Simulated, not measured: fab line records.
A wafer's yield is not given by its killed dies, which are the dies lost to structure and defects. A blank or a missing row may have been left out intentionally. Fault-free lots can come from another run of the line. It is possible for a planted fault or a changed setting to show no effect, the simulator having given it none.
Which tool is to blame? | flow ritCmos | 15 lots, 45 wafers sampled, at 2 steps of a route of 202

WHAT THE GAUGES SHOWED, per wafer
RIT_REOX_THK_MEAS_04. Usual: for REOX_OXIDE_THK the level is 24.8 nm and the standard deviation is 0.59.
lot  | measured    | on           | REOX_OXIDE_THK (nm) | flag
L522 | day 3 00:34 | filmMetro-02 | 24.4 24.2 24.8      | 
L523 | day 3 00:34 | filmMetro-03 | 24.3 24.3 24.3      | 
L524 | day 3 14:11 | filmMetro-01 | 24.9 25.2 25.2      | 
L525 | day 3 14:11 | filmMetro-03 | 25.0 25.2 24.9      | 
L526 | day 4 00:25 | filmMetro-02 | 24.5 24.3 24.3      | 
L527 | day 4 06:02 | filmMetro-03 | 24.2 24.0 23.9      | 
L528 | day 4 12:41 | filmMetro-02 | 23.6 23.8 23.6      | 
L529 | day 4 14:53 | filmMetro-02 | 25.1 25.3 24.8      | 
L530 | day 4 14:53 | filmMetro-03 | 24.8 24.7 24.8      | 
L532 | day 5 00:19 | filmMetro-01 | 25.1 25.0 25.2      | 
L535 | day 5 14:21 | filmMetro-02 | 27.4 27.7 28.2      | OFF
L537 | day 5 23:53 | filmMetro-02 | 27.9 27.3 27.3      | OFF
L540 | day 6 12:04 | filmMetro-01 | 28.0 27.6 27.4      | OFF
L544 | day 7 15:37 | filmMetro-03 | 25.1 24.4 24.7      | 
L545 | day 7 19:29 | filmMetro-02 | 25.9 25.3 25.4      | 

WHAT TOOL EACH LOT RAN ON (gives the tool, then ch and the chambers of the sampled wafers, and finally the start)
lot  | RIT_REOX_OXIDATION_03
L522 | furnace-01 ch 0, day 2 22:01
L523 | furnace-01 ch 0, day 2 22:01
L524 | furnace-03 ch 0, day 3 11:38
L525 | furnace-03 ch 0, day 3 11:38
L526 | furnace-01 ch 0, day 3 21:52
L527 | furnace-01 ch 0, day 4 03:29
L528 | furnace-01 ch 0, day 4 10:07
L529 | furnace-03 ch 0, day 4 12:20
L530 | furnace-03 ch 0, day 4 12:20
L532 | furnace-04 ch 0, day 4 21:44
L535 | furnace-03 ch 0, day 5 11:47
L537 | furnace-03 ch 0, day 5 21:20
L540 | furnace-03 ch 0, day 6 09:31
L544 | furnace-01 ch 0, day 7 13:03
L545 | furnace-01 ch 0, day 7 16:55
- RIT_REOX_OXIDATION_03: target thk 25.2 nm, ox time 5580 s.

AS READ BY THE TOOLS THEMSELVES (means over the sampled wafers that have a number; for cases with no such wafer, the mark the record gives instead)
RIT_REOX_OXIDATION_03. Usual: spikeTcCentreC 902.6 C, standard deviation 2.6; spikeTcLoadC 927.8 C, standard deviation 1.6; spikeTcSourceC 923.8 C, standard deviation 1.7.
lot  | tool       | spikeTcCentreC (C) | spikeTcLoadC (C) | spikeTcSourceC (C) | flag
L522 | furnace-01 | 900.4              | 927.4            | 923.7              | 
L523 | furnace-01 | 900.1              | 927.3            | 923.3              | 
L524 | furnace-03 | 904.7              | 928.7            | 923.8              | 
L525 | furnace-03 | 905.3              | 928.4            | 923.7              | 
L526 | furnace-01 | 899.3              | 928.0            | 923.0              | 
L527 | furnace-01 | 900.5              | 928.3            | 923.0              | 
L528 | furnace-01 | 899.9              | 928.2            | 923.9              | 
L529 | furnace-03 | 905.8              | 929.7            | 923.6              | 
L530 | furnace-03 | 904.5              | 928.8            | 923.3              | 
L532 | furnace-04 | 901.8              | 924.8            | 928.2              | 
L535 | furnace-03 | 915.6              | 939.5            | 934.4              | OFF
L537 | furnace-03 | 914.3              | 938.9            | 933.2              | OFF
L540 | furnace-03 | 914.7              | 939.3            | 932.7              | OFF
L544 | furnace-01 | 900.5              | 928.0            | 922.4              | 
L545 | furnace-01 | 900.2              | 927.8            | 923.9              | 

THE ANSWER, worked out from the rows above alone
Rule: lot off if the mean of its wafers having a number is beyond 3 standard deviations from the usual mean. A lot without any number at a reading at which 4 lots or more have one is off too. All remaining lots with rows at the step are treated as sound. After the gauges, taken in route order, come the tools' own readings; for these a lot's mean is taken, as printed above. The first step at which some lot is off is used, and at that step the reading that is off furthest; a lot without a number counts as furthest.
Off: L535, L537, L540, seen at RIT_REOX_THK_MEAS_04 (REOX_OXIDE_THK).
If a tool, at a process step before that reading, ran all the lots that are off and no sound lot after the first of them, it fits. The gauges at RIT_REOX_THK_MEAS_04 aren't tried: what is off there is off at RIT_REOX_OXIDATION_03 too, on other tools, and a gauge's error can't cause that. One fits: furnace-03 at RIT_REOX_OXIDATION_03. Its last sound lot is L529 (day 4 12:20), its first lot that is off L535 (day 5 11:47): a fault that began between those two fits.
The tool's own readings at RIT_REOX_OXIDATION_03 bear it out: on the lots that are off they differ by more than 5 times the standard deviation of the sound lots' means. spikeTcCentreC reads 914.9 C there against 901.9 C on the sound lots; spikeTcLoadC reads 939.2 C there against 928.0 C on the sound lots; spikeTcSourceC reads 933.4 C there against 923.8 C on the sound lots.

WHAT HAD BEEN PUT IN BY THE SIMULATOR
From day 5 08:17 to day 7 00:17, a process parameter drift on furnace-03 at RIT_REOX_OXIDATION_03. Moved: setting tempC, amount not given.
Shown lots that were struck: L535, L537, L540. The same result came from the rule above.
